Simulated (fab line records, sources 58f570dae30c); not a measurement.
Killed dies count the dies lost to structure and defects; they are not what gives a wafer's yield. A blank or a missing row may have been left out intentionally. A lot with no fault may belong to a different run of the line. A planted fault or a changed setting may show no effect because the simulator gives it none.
Problem report in the 8D (eight disciplines) form, filled by code / flow berkeley_cmos170 / the parts of the form that need people (team, actions taken, sign-off) are left out

1. THE PROBLEM
Wafers without a fault read 1200.2 nm, standard deviation 1.6; cd_nm at UCB170_ACTIVE_CD_MEAS_13 reads a mean of 1171.9 nm on 9 wafers belonging to 3 lots. Relative to the usual mean, that is a shift of -18 standard deviations.
The step: target cd 1200 nm.
The first sign was on wafer L639.2 at day 7 03:05, on cd_sem-01. The record has a number at this step for 45 wafers belonging to 15 lots. Rule for "out" (also "out of limits"): further than 4 standard deviations from the usual mean. The other wafers with a number count as sound.

2. WHAT IT IS AND WHAT IT IS NOT
question=which readings at this step | is=cd_nm | is not=-
question=which lots | is=L639, L640, L641 | is not=L627, L628, L629, L630, L631, L632, L633, L634, L636, L647, L648, L649
question=which wafers of those lots | is=all that have a number | is not=-
question=read on which gauges | is=cd_sem-01, cd_sem-02 | is not=-
question=when | is=from day 7 03:05 | is not=up to then (27 sound wafers); but 9 sound wafers of L647, L648, L649 came after

3. WHAT RULES OUT EACH SUSPECT
Counting: any tool at a process step up to the reading is kept as a suspect provided that every lot that is out went through it and no sound lot did after the first of them.
- the gauge at UCB170_ACTIVE_CD_MEAS_13: ruled out. Those wafers that are out were read across 2 gauges (cd_sem-01, cd_sem-02).
- litho_track-03 at UCB170_ACTIVE_PEB_11: kept. It ran every lot that is out, first L639 (day 7 02:49), and no sound lot after that; its last sound lot up to then is L634 (day 5 23:23). On those wafers its own readings are out: plate_temp_C.
Left after counting: litho_track-03 at UCB170_ACTIVE_PEB_11.

4. THE CAUSE (what the simulator had put in)
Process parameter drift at UCB170_ACTIVE_PEB_11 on litho_track-03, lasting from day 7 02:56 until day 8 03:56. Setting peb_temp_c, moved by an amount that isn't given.
Only this tool survived the counting.

5. SEQUENCE OF EFFECTS, ordered by route
Each row: a reading where the mean over the struck wafers with a number is more than 3 standard deviations away from the usual. Only readings whose record carries a usual standard deviation are examined. hours: median over the lots of the time between each lot's start at the first step of this table that gives one and its start at this step. sigmas: the change, counted in usual standard deviations.
hours=0; step=UCB170_ACTIVE_PEB_11; reading=plate_temp_C; usual=129.98 C; on struck wafers=135.41; change=+5.43; sigmas=+42
hours=0; step=UCB170_ACTIVE_CD_MEAS_13; reading=cd_nm; usual=1200.2 nm; on struck wafers=1171.9; change=-28.3; sigmas=-18
Its process steps:
- UCB170_ACTIVE_PEB_11

6. HOW IT WOULD HAVE BEEN CAUGHT EARLIER
Counted from the fault's start at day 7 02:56, it took 0 hours until the first out-of-limits reading at a measuring or inspecting step in this record, taken at day 7 03:05.
Tool's own readings at UCB170_ACTIVE_PEB_11, plate_temp_C: out on all struck wafers the step has rows for; an alarm limit on them would have tripped on the first.
Among the 3 lots that are out, L641 began UCB170_ACTIVE_PEB_11 on litho_track-03 after day 7 03:05. Holding the tool at that time would have saved it.
